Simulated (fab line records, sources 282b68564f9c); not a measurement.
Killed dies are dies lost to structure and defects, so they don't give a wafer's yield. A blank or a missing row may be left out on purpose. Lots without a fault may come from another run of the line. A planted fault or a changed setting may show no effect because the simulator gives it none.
fab line records | flow rit_cmos
record lots=13 wafers=39 last_day=7
route steps=202 shown CONTACT@173
lots that met no fault: from a run of the same line without faults
start_h: hours from the record's first day to the start of the lot's first wafer shown | wait_h: hours since the lot's step before | " the same as in the row above | L1.1+2: a row that stands for several wafers | - no value, or no start given | * or withheld: withheld | < > ~ a bound
route shown NAME@n: a module of which the file shows steps, and the number in the route of the first | usual: mean/standard deviation of fault-free wafers | same: alike in all rows | chamber/n: place in a boat | sites: the reading at each site | _std_site: their standard deviation | _edge_site: outer sites' mean less inner sites' | radius_mm: how far each site lies from the wafer's centre | mask NAME#n: copy n | behind: the tool/chamber that last shaped the wafer | hold: why the lot was held/for how many hours/how that ended | device: the transistor (n, p or np) that didn't switch | end of line: the same wafers' tests at the end of the route | a step without rows: its recipe alone | killed: dies lost to structure and defects at the first sort, not the wafer's yield | map: a wafer's dies, x killed, . not, _ none there
set.NAME: the setting as run; set.NAME@STEP: as run at that earlier step | model.NAME: the simulator's own value behind a step, which no gauge read
steps of the route over a sample of lots; a table a step, a row a wafer
services: from which hour (start_h, from the record's first day; less than 0 if before it) a tool's chamber was out of use, for how many hours, and why
## steps
# step RIT_CONTACT_EXPOSE_05
# recipe mask_id=M11 na=0.6 source_shape=conventional sigma_outer=0.5 target_cd_nm=1000 dose_mj=250
# columns lot.wafer tool chamber start_h wait_h mask
L403.1+3+5 iline_stepper-01 0 50.95 0.2 M11#0
L404.1+2+4 iline_stepper-01 0 55.43 0.1 M11#0
L405.3+5+6 iline_stepper-01 0 62.24 0.1 M11#0
L407.1+2+3 iline_stepper-01 0 73.50 0.2 M11#0
L409.4+5+6 iline_stepper-02 0 82.28 0.1 M11#0
L411.2+4+5 iline_stepper-01 0 101.04 0.1 M11_R1#0
L412.1+3+6 iline_stepper-01 0 103.46 0.1 M11#0
L420.2+3+4 iline_stepper-02 0 137.64 0.1 M11#0
L421.2+4+6 iline_stepper-02 0 142.28 0.1 M11#0
L422.1+2+4 iline_stepper-02 0 146.26 0.1 M11#0
L423.3+5+6 iline_stepper-01 0 151.20 0.2 M11#0
L424.1+3+5 iline_stepper-01 0 155.55 0.1 M11#0
L425.2+4+6 iline_stepper-01 0 162.99 0.1 M11#0
# step RIT_CONTACT_CD_MEAS_08
# recipe target_cd_nm=1000
# usual cd_nm=999.5/2
# columns lot.wafer tool chamber start_h wait_h cd_nm
L403.1 cd_sem-01 - 51.47 - 998.7
L403.3 " - " " 998.6
L403.5 " - " " 998.4
L404.1 cd_sem-02 - 55.94 - 997.8
L404.2 " - " " 997.9
L404.4 " - " " 999.0
L405.3 cd_sem-01 - 62.76 - 1002.4
L405.5 " - " " 1002.0
L405.6 " - " " 1002.9
L407.1 cd_sem-01 - 74.02 - 998.1
L407.2 " - " " 997.9
L407.3 " - " " 998.6
L409.4 cd_sem-01 - 82.80 - 996.0
L409.5 " - " " 997.5
L409.6 " - " " 994.7
L411.2 cd_sem-02 - 101.56 - 1148.2
L411.4 " - " " 1149.6
L411.5 " - " " 1148.7
L412.1 cd_sem-02 - 103.98 - 1000.3
L412.3 " - " " 1000.8
L412.6 " - " " 999.7
L420.2 cd_sem-01 - 138.15 - 998.3
L420.3 " - " " 997.9
L420.4 " - " " 1000.7
L421.2 cd_sem-02 - 142.80 - 998.2
L421.4 " - " " 997.7
L421.6 " - " " 1000.1
L422.1 cd_sem-02 - 146.78 - 998.3
L422.2 " - " " 998.2
L422.4 " - " " 1001.1
L423.3 cd_sem-01 - 151.72 - 1000.1
L423.5 " - " " 998.9
L423.6 " - " " 1002.3
L424.1 cd_sem-01 - 156.06 - 1002.3
L424.3 " - " " 998.7
L424.5 " - " " 999.9
L425.2 cd_sem-01 - 163.51 - 1000.6
L425.4 " - " " 1001.3
L425.6 " - " " 1000.5
## services
# columns tool chamber start_h hours kind
iline_stepper-01 0 95.57 - calibration
iline_stepper-02 - 154.66 7.4 repair
iline_stepper-02 0 157.79 - calibration
## key
first_sign step=RIT_CONTACT_EXPOSE_05 reading=mask direction=changed
effect step=RIT_CONTACT_CD_MEAS_08 reading=cd_nm direction=up sigmas=73 usual=999.5 struck=1148.8
met_at RIT_CONTACT_EXPOSE_05
struck_lots L411
sort_left_out L411.2,L411.4,L411.5
tester_left_out L411
onset_between 73.50 101.04
fault kind=wrong_mask tool=any chamber=- onset_h=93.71 steps=RIT_CONTACT_EXPOSE_05 aux_copy=M11_R1#0 cd_offset_nm=150 scope=struck_lots_only
# tester_left_out: of these lots the tester's yield and bins aren't shown, on N5 and GAA mostly nor the transistor test; their killed dies are dies lost to structure and defects alone, not to doping, threshold or leakage, so they don't give the yield
# sort_left_out: the simulated sort isn't trusted on such a fault, so these wafers' sort isn't shown, and their yield isn't known
